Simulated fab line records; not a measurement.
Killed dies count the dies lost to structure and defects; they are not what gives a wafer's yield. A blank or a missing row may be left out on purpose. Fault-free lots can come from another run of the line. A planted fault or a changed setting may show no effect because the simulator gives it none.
fab line records || flow rit-cmos || part 2 of 2: steps 29 to 29 of 29
[record] {"lots": 5, "wafers": 23}
route steps=202 shown ACTIVE@2 PRETRO@66 GATE@89 REOX@101 PLDD@116 SPACER@125 PSD@149 M1@192
start-h: hours from the record's opening day to when the first of the lot's shown wafers began || wait-h: hours since the lot's step before || " identical to the entry in the row above || L1.1+2: a row that stands for several wafers || - either no value or no given start || * or withheld: withheld || < > ~ a bound
route shown NAME@n: NAME is a module with steps in the file, n the number in the route of the first one || usual: average and standard deviation across the fault-free wafers || same: alike in all rows || chamber/n: place in a boat || sites: each site's reading || _std_site: the values' standard deviation || _edge_site: the outer-site mean with the inner-site mean subtracted || radius-mm: how far each site lies from the wafer's centre || mask NAME#n: copy n || behind: tool/chamber where the wafer was last shaped || hold: why the lot was held/for how many hours/how that ended || device: transistor that didn't switch, given as n, p or np || end of line: the same wafers' tests at the end of the route || for a step that has no rows: nothing shown but its recipe || killed: not the wafer's yield, but the dies lost to structure and defects at the first sort || map: per-die view of a wafer (x killed, . not killed, _ where there is no die)
set.NAME: the setting the step ran with; set.NAME@STEP: the setting that earlier step ran with || model.NAME: the simulator's own value behind a step, which no gauge read
lots where settings were altered on purpose, with a table for each step and a row for each wafer
[[steps]]
[step RIT_M1_PROBE_99]
[usual] {"killed-at-contacts": "0.1/0.25", "killed-at-front-end": "7/3.1", "killed-dies": "7/3.2", "killed-open": "3.8/2", "killed-short": "3.5/2.2"}
[same] {"gross-dies": 264, "killed_at_M0_to_M3": 0, "killed_at_M4_up": 0, "killed-at-back-side": 0, "killed-at-other": 0}
{"lot.wafer": "L077.1", "tool": "prober-02", "chamber": "-", "start-h": 84.80, "wait-h": 0.1, "set.dose-mj@GATE_EXPOSE_13": 380, "set.energy-kev@PLDD_IMPLANT_08": 20, "killed-at-contacts": 0, "killed-at-front-end": 5, "killed-dies": 5, "killed-open": 2, "killed-short": 3, "model.etest.nmos_0p15.r-on-ohm-um": 1289, "model.etest.nmos-turned.drive-ua-um": 202, "model.etest.pldd.rs-ohm-sq": 793.1, "model.etest.pmos_0p15.r-on-ohm-um": 3280}
{"lot.wafer": "L077.2", "tool": "prober-02", "chamber": "-", "start-h": 84.85, "wait-h": 0.1, "set.dose-mj@GATE_EXPOSE_13": 380, "set.energy-kev@PLDD_IMPLANT_08": 19.11, "killed-at-contacts": 0, "killed-at-front-end": 2, "killed-dies": 2, "killed-open": 0, "killed-short": 2, "model.etest.nmos_0p15.r-on-ohm-um": 1322, "model.etest.nmos-turned.drive-ua-um": 203.4, "model.etest.pldd.rs-ohm-sq": 911.3, "model.etest.pmos_0p15.r-on-ohm-um": 3514}
{"lot.wafer": "L077.3", "tool": "prober-02", "chamber": "-", "start-h": 84.90, "wait-h": 0.2, "set.dose-mj@GATE_EXPOSE_13": 380, "set.energy-kev@PLDD_IMPLANT_08": 20, "killed-at-contacts": 0, "killed-at-front-end": 6, "killed-dies": 6, "killed-open": 4, "killed-short": 2, "model.etest.nmos_0p15.r-on-ohm-um": 1307, "model.etest.nmos-turned.drive-ua-um": 206.9, "model.etest.pldd.rs-ohm-sq": 810.4, "model.etest.pmos_0p15.r-on-ohm-um": 3299}
{"lot.wafer": "L077.5", "tool": "prober-02", "chamber": "-", "start-h": 85.00, "wait-h": 0.2, "set.dose-mj@GATE_EXPOSE_13": 380, "set.energy-kev@PLDD_IMPLANT_08": 19.11, "killed-at-contacts": 0, "killed-at-front-end": 7, "killed-dies": 7, "killed-open": 4, "killed-short": 3, "model.etest.nmos_0p15.r-on-ohm-um": 1303, "model.etest.nmos-turned.drive-ua-um": 211.8, "model.etest.pldd.rs-ohm-sq": 920.9, "model.etest.pmos_0p15.r-on-ohm-um": 3504}
{"lot.wafer": "L077.6", "tool": "prober-02", "chamber": "-", "start-h": 85.05, "wait-h": 0.2, "set.dose-mj@GATE_EXPOSE_13": 380, "set.energy-kev@PLDD_IMPLANT_08": 19.11, "killed-at-contacts": 0, "killed-at-front-end": 7, "killed-dies": 7, "killed-open": 5, "killed-short": 2, "model.etest.nmos_0p15.r-on-ohm-um": 1291, "model.etest.nmos-turned.drive-ua-um": 192.6, "model.etest.pldd.rs-ohm-sq": 936.3, "model.etest.pmos_0p15.r-on-ohm-um": 3506}
{"lot.wafer": "L079.1", "tool": "prober-02", "chamber": "-", "start-h": 99.37, "wait-h": 0.1, "set.dose-mj@GATE_EXPOSE_13": 400, "set.energy-kev@PLDD_IMPLANT_08": 20, "killed-at-contacts": 0, "killed-at-front-end": 26, "killed-dies": 26, "killed-open": 3, "killed-short": 8, "model.etest.nmos_0p15.r-on-ohm-um": 1214, "model.etest.nmos-turned.drive-ua-um": 204.8, "model.etest.pldd.rs-ohm-sq": 874.8, "model.etest.pmos_0p15.r-on-ohm-um": 2788}
{"lot.wafer": "L079.2", "tool": "prober-02", "chamber": "-", "start-h": 99.42, "wait-h": 0.1, "set.dose-mj@GATE_EXPOSE_13": 380, "set.energy-kev@PLDD_IMPLANT_08": 20, "killed-at-contacts": 0, "killed-at-front-end": 4, "killed-dies": 4, "killed-open": 2, "killed-short": 2, "model.etest.nmos_0p15.r-on-ohm-um": 1360, "model.etest.nmos-turned.drive-ua-um": 178.7, "model.etest.pldd.rs-ohm-sq": 865.1, "model.etest.pmos_0p15.r-on-ohm-um": 3291}
{"lot.wafer": "L079.4", "tool": "prober-02", "chamber": "-", "start-h": 99.52, "wait-h": 0.2, "set.dose-mj@GATE_EXPOSE_13": 400, "set.energy-kev@PLDD_IMPLANT_08": 20, "killed-at-contacts": 0, "killed-at-front-end": 20, "killed-dies": 20, "killed-open": 5, "killed-short": 4, "model.etest.nmos_0p15.r-on-ohm-um": 1239, "model.etest.nmos-turned.drive-ua-um": 202.7, "model.etest.pldd.rs-ohm-sq": 880.5, "model.etest.pmos_0p15.r-on-ohm-um": 2800}
{"lot.wafer": "L079.5", "tool": "prober-02", "chamber": "-", "start-h": 99.57, "wait-h": 0.2, "set.dose-mj@GATE_EXPOSE_13": 380, "set.energy-kev@PLDD_IMPLANT_08": 20, "killed-at-contacts": 0, "killed-at-front-end": 3, "killed-dies": 3, "killed-open": 1, "killed-short": 2, "model.etest.nmos_0p15.r-on-ohm-um": 1349, "model.etest.nmos-turned.drive-ua-um": 186.1, "model.etest.pldd.rs-ohm-sq": 861.7, "model.etest.pmos_0p15.r-on-ohm-um": 3318}
{"lot.wafer": "L079.6", "tool": "prober-02", "chamber": "-", "start-h": 99.62, "wait-h": 0.2, "set.dose-mj@GATE_EXPOSE_13": 400, "set.energy-kev@PLDD_IMPLANT_08": 20, "killed-at-contacts": 0, "killed-at-front-end": 11, "killed-dies": 11, "killed-open": 3, "killed-short": 1, "model.etest.nmos_0p15.r-on-ohm-um": 1223, "model.etest.nmos-turned.drive-ua-um": 204.4, "model.etest.pldd.rs-ohm-sq": 880.6, "model.etest.pmos_0p15.r-on-ohm-um": 2789}
{"lot.wafer": "L082.1", "tool": "prober-01", "chamber": "-", "start-h": 111.45, "wait-h": 0.1, "set.dose-mj@GATE_EXPOSE_13": 369.2, "set.energy-kev@PLDD_IMPLANT_08": 20, "killed-at-contacts": 1, "killed-at-front-end": 11, "killed-dies": 12, "killed-open": 3, "killed-short": 5, "model.etest.nmos_0p15.r-on-ohm-um": 1314, "model.etest.nmos-turned.drive-ua-um": 251.8, "model.etest.pldd.rs-ohm-sq": 544.8, "model.etest.pmos_0p15.r-on-ohm-um": 3040}
{"lot.wafer": "L082.2", "tool": "prober-01", "chamber": "-", "start-h": 111.50, "wait-h": 0.1, "set.dose-mj@GATE_EXPOSE_13": 369.2, "set.energy-kev@PLDD_IMPLANT_08": 20.32, "killed-at-contacts": 0, "killed-at-front-end": 15, "killed-dies": 15, "killed-open": 4, "killed-short": 3, "model.etest.nmos_0p15.r-on-ohm-um": 1301, "model.etest.nmos-turned.drive-ua-um": 255.2, "model.etest.pldd.rs-ohm-sq": 522.1, "model.etest.pmos_0p15.r-on-ohm-um": 2998}
{"lot.wafer": "L082.3", "tool": "prober-01", "chamber": "-", "start-h": 111.55, "wait-h": 0.2, "set.dose-mj@GATE_EXPOSE_13": 380, "set.energy-kev@PLDD_IMPLANT_08": 20, "killed-at-contacts": 0, "killed-at-front-end": 5, "killed-dies": 5, "killed-open": 3, "killed-short": 2, "model.etest.nmos_0p15.r-on-ohm-um": 1222, "model.etest.nmos-turned.drive-ua-um": 266.3, "model.etest.pldd.rs-ohm-sq": 539.9, "model.etest.pmos_0p15.r-on-ohm-um": 2782}
{"lot.wafer": "L082.4", "tool": "prober-01", "chamber": "-", "start-h": 111.60, "wait-h": 0.2, "set.dose-mj@GATE_EXPOSE_13": 380, "set.energy-kev@PLDD_IMPLANT_08": 20.32, "killed-at-contacts": 0, "killed-at-front-end": 15, "killed-dies": 15, "killed-open": 7, "killed-short": 8, "model.etest.nmos_0p15.r-on-ohm-um": 1172, "model.etest.nmos-turned.drive-ua-um": 269.7, "model.etest.pldd.rs-ohm-sq": 526.8, "model.etest.pmos_0p15.r-on-ohm-um": 2630}
{"lot.wafer": "L082.5", "tool": "prober-01", "chamber": "-", "start-h": 111.65, "wait-h": 0.2, "set.dose-mj@GATE_EXPOSE_13": 369.2, "set.energy-kev@PLDD_IMPLANT_08": 20, "killed-at-contacts": 0, "killed-at-front-end": 8, "killed-dies": 8, "killed-open": 4, "killed-short": 2, "model.etest.nmos_0p15.r-on-ohm-um": 1286, "model.etest.nmos-turned.drive-ua-um": 262.2, "model.etest.pldd.rs-ohm-sq": 533.7, "model.etest.pmos_0p15.r-on-ohm-um": 3023}
{"lot.wafer": "L083.1", "tool": "prober-02", "chamber": "-", "start-h": 119.04, "wait-h": 0.1, "set.dose-mj@GATE_EXPOSE_13": 380, "set.energy-kev@PLDD_IMPLANT_08": 20, "killed-at-contacts": 0, "killed-at-front-end": 10, "killed-dies": 10, "killed-open": 8, "killed-short": 2, "model.etest.nmos_0p15.r-on-ohm-um": 1121, "model.etest.nmos-turned.drive-ua-um": 319.2, "model.etest.pldd.rs-ohm-sq": 464.6, "model.etest.pmos_0p15.r-on-ohm-um": 2646}
{"lot.wafer": "L083.5", "tool": "prober-02", "chamber": "-", "start-h": 119.24, "wait-h": 0.2, "set.dose-mj@GATE_EXPOSE_13": 380, "set.energy-kev@PLDD_IMPLANT_08": 20, "killed-at-contacts": 0, "killed-at-front-end": 5, "killed-dies": 5, "killed-open": 2, "killed-short": 3, "model.etest.nmos_0p15.r-on-ohm-um": 1135, "model.etest.nmos-turned.drive-ua-um": 322.4, "model.etest.pldd.rs-ohm-sq": 460.4, "model.etest.pmos_0p15.r-on-ohm-um": 2603}
{"lot.wafer": "L083.6", "tool": "prober-02", "chamber": "-", "start-h": 119.29, "wait-h": 0.2, "set.dose-mj@GATE_EXPOSE_13": 380, "set.energy-kev@PLDD_IMPLANT_08": 20, "killed-at-contacts": 0, "killed-at-front-end": 8, "killed-dies": 8, "killed-open": 3, "killed-short": 5, "model.etest.nmos_0p15.r-on-ohm-um": 1098, "model.etest.nmos-turned.drive-ua-um": 322.2, "model.etest.pldd.rs-ohm-sq": 464.6, "model.etest.pmos_0p15.r-on-ohm-um": 2606}
{"lot.wafer": "L085.2", "tool": "prober-02", "chamber": "-", "start-h": 122.09, "wait-h": 0.1, "set.dose-mj@GATE_EXPOSE_13": 400.7, "set.energy-kev@PLDD_IMPLANT_08": 20, "killed-at-contacts": 0, "killed-at-front-end": 33, "killed-dies": 33, "killed-open": 4, "killed-short": 5, "model.etest.nmos_0p15.r-on-ohm-um": 1120, "model.etest.nmos-turned.drive-ua-um": 255.4, "model.etest.pldd.rs-ohm-sq": 862.2, "model.etest.pmos_0p15.r-on-ohm-um": 2805}
{"lot.wafer": "L085.3", "tool": "prober-02", "chamber": "-", "start-h": 122.14, "wait-h": 0.2, "set.dose-mj@GATE_EXPOSE_13": 380, "set.energy-kev@PLDD_IMPLANT_08": 20.97, "killed-at-contacts": 0, "killed-at-front-end": 12, "killed-dies": 12, "killed-open": 4, "killed-short": 4, "model.etest.nmos_0p15.r-on-ohm-um": 1282, "model.etest.nmos-turned.drive-ua-um": 202.1, "model.etest.pldd.rs-ohm-sq": 787.2, "model.etest.pmos_0p15.r-on-ohm-um": 3222}
{"lot.wafer": "L085.4", "tool": "prober-02", "chamber": "-", "start-h": 122.19, "wait-h": 0.2, "set.dose-mj@GATE_EXPOSE_13": 400.7, "set.energy-kev@PLDD_IMPLANT_08": 20, "killed-at-contacts": 0, "killed-at-front-end": 34, "killed-dies": 34, "killed-open": 4, "killed-short": 7, "model.etest.nmos_0p15.r-on-ohm-um": 1072, "model.etest.nmos-turned.drive-ua-um": 250.9, "model.etest.pldd.rs-ohm-sq": 873.7, "model.etest.pmos_0p15.r-on-ohm-um": 2670}
{"lot.wafer": "L085.5", "tool": "prober-02", "chamber": "-", "start-h": 122.24, "wait-h": 0.2, "set.dose-mj@GATE_EXPOSE_13": 380, "set.energy-kev@PLDD_IMPLANT_08": 20, "killed-at-contacts": 0, "killed-at-front-end": 12, "killed-dies": 12, "killed-open": 7, "killed-short": 4, "model.etest.nmos_0p15.r-on-ohm-um": 1276, "model.etest.nmos-turned.drive-ua-um": 210.1, "model.etest.pldd.rs-ohm-sq": 903.6, "model.etest.pmos_0p15.r-on-ohm-um": 3408}
{"lot.wafer": "L085.6", "tool": "prober-02", "chamber": "-", "start-h": 122.29, "wait-h": 0.2, "set.dose-mj@GATE_EXPOSE_13": 380, "set.energy-kev@PLDD_IMPLANT_08": 20.97, "killed-at-contacts": 0, "killed-at-front-end": 12, "killed-dies": 12, "killed-open": 4, "killed-short": 6, "model.etest.nmos_0p15.r-on-ohm-um": 1272, "model.etest.nmos-turned.drive-ua-um": 213.1, "model.etest.pldd.rs-ohm-sq": 770, "model.etest.pmos_0p15.r-on-ohm-um": 3176}
// killed by level:class
L077.1 GATE:geometric-particle:open=2 GATE:geometric-particle:short=1 REOX:geometric-particle:short=1 SILICIDE:geometric-particle:short=1
L077.2 FOX1:geometric-particle:short=1 SILICIDE:geometric-particle:short=1
L077.3 GATE:geometric-particle:open=2 REOX:geometric-particle:open=2 REOX:geometric-particle:short=2
L077.5 REOX:geometric-particle:short=2 FOX1:geometric-particle:open=1 GATE:geometric-particle:open=1 SPACER:geometric-particle:open=1 SILICIDE:geometric-particle:short=1 SILICIDE:geometric-particle:open=1
L077.6 SPACER:geometric-particle:open=4 REOX:geometric-particle:open=1 REOX:geometric-particle:short=1 SPACER:geometric-particle:short=1
L079.1 GATE:area-expose=15 REOX:geometric-particle:short=3 GATE:geometric-particle:short=2 SPACER:geometric-particle:open=2 FOX1:geometric-particle:short=1 SPACER:geometric-particle:short=1 SILICIDE:geometric-particle:short=1 SILICIDE:geometric-particle:open=1
L079.2 GATE:geometric-particle:short=2 GATE:geometric-particle:open=1 REOX:geometric-particle:open=1
L079.4 GATE:area-expose=11 GATE:geometric-particle:short=3 GATE:geometric-particle:open=3 FOX1:geometric-particle:short=1 SPACER:geometric-particle:open=1 SILICIDE:geometric-particle:open=1
L079.5 SPACER:geometric-particle:short=1 SILICIDE:geometric-particle:short=1 SILICIDE:geometric-particle:open=1
L079.6 GATE:area-expose=7 GATE:geometric-particle:open=2 GATE:geometric-particle:short=1 SPACER:geometric-particle:open=1
L082.1 GATE:area-expose=4 FOX1:geometric-particle:short=1 FOX2:geometric-particle:short=1 GATE:geometric-particle:open=1 GATE:geometric-particle:short=1 REOX:geometric-particle:open=1 REOX:geometric-particle:short=1 SPACER:geometric-particle:short=1
L082.2 GATE:area-expose=8 GATE:geometric-particle:open=3 GATE:geometric-particle:short=2 REOX:geometric-particle:short=1 REOX:geometric-particle:open=1
L082.3 GATE:geometric-particle:open=2 FOX1:geometric-particle:open=1 GATE:geometric-particle:short=1 SPACER:geometric-particle:short=1
L082.4 GATE:geometric-particle:short=4 SPACER:geometric-particle:open=3 GATE:geometric-particle:open=2 SILICIDE:geometric-particle:short=2 FOX1:geometric-particle:open=1 REOX:geometric-particle:open=1 REOX:geometric-particle:short=1 SPACER:geometric-particle:short=1
L082.5 GATE:geometric-particle:open=3 GATE:geometric-particle:short=2 GATE:area-expose=2 SPACER:geometric-particle:open=1
L083.1 GATE:geometric-particle:open=5 SILICIDE:geometric-particle:short=2 FOX1:geometric-particle:open=1 REOX:geometric-particle:open=1 SPACER:geometric-particle:open=1
L083.5 GATE:geometric-particle:open=2 FOX2:geometric-particle:short=1 GATE:geometric-particle:short=1 SPACER:geometric-particle:short=1
L083.6 GATE:geometric-particle:short=2 SPACER:geometric-particle:short=2 SPACER:geometric-particle:open=2 GATE:geometric-particle:open=1 SILICIDE:geometric-particle:short=1
L085.2 GATE:area-expose=23 GATE:geometric-particle:open=3 GATE:geometric-particle:short=2 FOX1:geometric-particle:short=1 FOX2:geometric-particle:short=1 SPACER:geometric-particle:open=1 SPACER:geometric-particle:short=1 GATE:area-etch=1
L085.3 GATE:area-etch=4 FOX2:geometric-particle:open=2 GATE:geometric-particle:short=2 REOX:geometric-particle:short=2 GATE:geometric-particle:open=1 REOX:geometric-particle:open=1
L085.4 GATE:area-expose=18 GATE:area-etch=5 FOX1:geometric-particle:short=2 REOX:geometric-particle:short=2 SILICIDE:geometric-particle:open=2 FOX2:geometric-particle:open=1 GATE:geometric-particle:short=1 GATE:geometric-particle:open=1
L085.5 GATE:geometric-particle:open=3 FOX1:geometric-particle:open=2 REOX:geometric-particle:short=2 GATE:geometric-particle:short=1 REOX:geometric-particle:open=1 SPACER:geometric-particle:open=1 SILICIDE:geometric-particle:short=1 GATE:area-etch=1
L085.6 GATE:geometric-particle:short=4 FOX1:geometric-particle:open=2 GATE:geometric-particle:open=2 GATE:area-etch=2 FOX1:geometric-particle:short=1 REOX:geometric-particle:short=1
[[key]]
[split] {"step": "RIT_ACTIVE_OXIDATION_01", "setting": "ox-time-s", "stated": 3360, "by": "lot"}
[response] {"step": "RIT_ACTIVE_OXIDATION_01", "reading": "model.SiO2_of_ACTIVE_OXIDATION_01.thk-nm", "change": "+0.31", "per": "1%", "r": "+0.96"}
[response] {"step": "RIT_ACTIVE_THK_MEAS_02", "reading": "ACTIVE_OXIDE_THK", "change": "+0.311", "per": "1%", "r": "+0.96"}
[split] {"step": "RIT_ACTIVE_COAT_06", "setting": "resist-thk-nm", "stated": 1000, "by": "wafer"}
[response] {"step": "RIT_ACTIVE_COAT_06", "reading": "model.NOVOLAK_of_ACTIVE_COAT_06.thk-nm", "change": "+9.89", "per": "1%", "r": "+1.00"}
[split] {"step": "RIT_PRETRO_SOFTBAKE_02", "setting": "temp-c", "stated": 90, "by": "wafer"}
[response] {"step": "RIT_PRETRO_DEVELOP_05", "reading": "model.NOVOLAK_of_PRETRO_COAT_01.thk-nm", "change": -3.02, "per": "1%", "r": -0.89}
[split] {"step": "RIT_PRETRO_IMPLANT_08", "setting": "dose-cm2", "stated": 1.2e+13, "by": "wafer"}
[response] {"step": "RIT_PRETRO_TW_MEAS_10", "reading": "PRETRO_TW", "change": "+1.29", "per": "1%", "r": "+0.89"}
[split] {"step": "RIT_GATE_EXPOSE_13", "setting": "dose-mj", "stated": 380, "by": "wafer"}
[response] {"step": "RIT_M1_PROBE_99", "reading": "model.etest.pmos_0p15.r-on-ohm-um", "change": -99, "per": "1%", "r": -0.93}
[response] {"step": "RIT_M1_PROBE_99", "reading": "model.etest.nmos_0p15.r-on-ohm-um", "change": -30, "per": "1%", "r": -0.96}
[response] {"step": "RIT_M1_PROBE_99", "reading": "model.etest.nmos-turned.drive-ua-um", "change": "+5.96", "per": "1%", "r": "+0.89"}
[split] {"step": "RIT_REOX_OXIDATION_03", "setting": "temp-c", "stated": 900, "by": "lot"}
[response] {"step": "RIT_REOX_OXIDATION_03", "reading": "model.SiO2_of_REOX_OXIDATION_03.thk-nm", "change": "+2.37", "per": "1%", "r": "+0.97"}
[response] {"step": "RIT_REOX_THK_MEAS_04", "reading": "REOX_OXIDE_THK", "change": "+2.37", "per": "1%", "r": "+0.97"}
[response] {"step": "RIT_SPACER_CLEAN_00", "reading": "model.SiO2_of_REOX_OXIDATION_03.thk-nm", "change": "+2.18", "per": "1%", "r": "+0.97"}
[split] {"step": "RIT_PLDD_SOFTBAKE_02", "setting": "temp-c", "stated": 90, "by": "wafer"}
[response] {"step": "RIT_PLDD_DEVELOP_05", "reading": "model.NOVOLAK_of_PLDD_COAT_01.thk-nm", "change": -2.69, "per": "1%", "r": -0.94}
[split] {"step": "RIT_PLDD_IMPLANT_08", "setting": "energy-kev", "stated": 20, "by": "wafer"}
[response] {"step": "RIT_PLDD_IMPLANT_08", "reading": "model.implant.rp-nm", "change": "+0.137", "per": "1%", "r": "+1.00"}
[response] {"step": "RIT_PLDD_IMPLANT_08", "reading": "model.implant.drp-nm", "change": "+0.0684", "per": "1%", "r": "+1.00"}
[response] {"step": "RIT_PLDD_TW_MEAS_10", "reading": "PLDD_TW", "change": "+7.96", "per": "1%", "r": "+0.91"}
[response] {"step": "RIT_SDANNEAL_RS_MEAS_06", "reading": "PLDD_RS", "change": -0.617, "per": "1%", "r": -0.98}
[response] {"step": "RIT_M1_PROBE_99", "reading": "model.etest.pldd.rs-ohm-sq", "change": -23, "per": "1%", "r": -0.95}
[split] {"step": "RIT_SPACER_CVD_03", "setting": "pressure-mtorr", "stated": 300, "by": "lot"}
[response] {"step": "RIT_SPACER_CVD_03", "reading": "model.Si3N4_of_SPACER_CVD_03.thk-nm", "change": "+0.453", "per": "1%", "r": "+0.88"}
[split] {"step": "RIT_PSD_HARDBAKE_07", "setting": "temp-c", "stated": 140, "by": "wafer"}
response none clear
[split] {"step": "RIT_M1_DEVELOP_08", "setting": "develop-time-s", "stated": 68, "by": "wafer"}
[response] {"step": "RIT_M1_CD_MEAS_09", "reading": "cd-nm", "change": -0.876, "per": "1%", "r": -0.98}
